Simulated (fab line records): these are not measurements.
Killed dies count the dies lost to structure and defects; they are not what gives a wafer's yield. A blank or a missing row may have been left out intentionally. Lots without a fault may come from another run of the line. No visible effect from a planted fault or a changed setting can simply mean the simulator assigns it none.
Problem report, 8D (eight disciplines) form, completed by code -- flow berkeley-cmos170 -- the parts of the form that need people (team, actions taken, sign-off) are left out

1. WHAT WENT WRONG
PWELL_TW at UCB170_PWELL_TW_MEAS_17 reads a mean of 314 on 6 wafers of 2 lots; wafers without a fault read 377 with a standard deviation of 4. Measured from the usual mean, that is -16 standard deviations.
Earliest sighting: wafer L917.3 on film-metro-03 at day 5 23:53. At this step, 42 wafers from 14 lots have a number in the record. Rule for "out", or "out of limits": more than 4 standard deviations from the usual mean. The other wafers with a number count as sound.

2. WHAT THIS IS AND IS NOT
question,is,is not
which readings at this step,PWELL_TW,-
which lots,"L917, L919","L903, L904, L905, L906, L907, L908, L909, L922, L923, L924, L925, L926"
which wafers of those lots,all that have a number,-
read on which gauges,"film-metro-02, film-metro-03",film-metro-04
when,from day 5 23:53,"up to then (21 sound wafers); but 15 sound wafers of L922, L923, L924, L925, L926 came after"

3. SUSPECTS, AND WHAT RULES EACH OUT
Counting: any tool at a process step up to the reading is kept as a suspect provided that every lot that is out went through it and no sound lot did after the first of them.
- the gauge at UCB170_PWELL_TW_MEAS_17 has been ruled out. The wafers that are out were read on 2 gauges (film-metro-02, film-metro-03).
- implanter-02 at UCB170_PWELL_IMPLANT_15: kept. Every lot that is out went through it, starting with L917 (day 5 23:40), and after that it ran no sound lot; the last sound lot it ran before then is L906 (day 3 13:11). Its own readings are out on those wafers: dose-ions-cm2, faraday-current-uA.
After counting, what remains is implanter-02 at UCB170_PWELL_IMPLANT_15.

4. THE CAUSE (what the simulator had put in)
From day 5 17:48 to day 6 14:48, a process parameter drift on implanter-02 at UCB170_PWELL_IMPLANT_15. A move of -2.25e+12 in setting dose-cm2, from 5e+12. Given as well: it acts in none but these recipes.
After counting, this tool was the only one left.

5. THE EFFECT CHAIN, in route order
One row per reading whose mean, taken over the struck wafers that have a number, lies over 3 standard deviations from the usual. Scope: only readings with a usual standard deviation given in the record; hours: median across lots of the time from each lot's start at the first step in this table that gives one to its start at this step; sigmas: change in usual standard deviations.
hours,step,reading,usual,on struck wafers,change,sigmas
0,UCB170_PWELL_IMPLANT_15,dose-ions-cm2,5e+12,3e+12,-2e+12,-99 or more
0,UCB170_PWELL_IMPLANT_15,faraday-current-uA,15.9,8.7,-7.2,-23
0,UCB170_PWELL_TW_MEAS_17,PWELL_TW,377,314,-63,-16
Here are the process steps it includes:
- UCB170_PWELL_IMPLANT_15
Later steps that measure or inspect, where all struck wafers having a row at the step show a number for every such reading and not one has moved that far: UCB170_NVT_OVL_MEAS_06.

6. WHAT WOULD HAVE CAUGHT IT SOONER
The first out-of-limits reading at a measuring or inspecting step in this record came at day 5 23:53, 6 hours after the fault's start at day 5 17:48.
Tool's own readings at UCB170_PWELL_IMPLANT_15, dose-ions-cm2, faraday-current-uA: out on all struck wafers the step has rows for; an alarm limit on them would have tripped on the first.
Among the 2 lots that are out, L919 began UCB170_PWELL_IMPLANT_15 on implanter-02 after day 5 23:53. Putting the tool on hold at that point would have spared it.
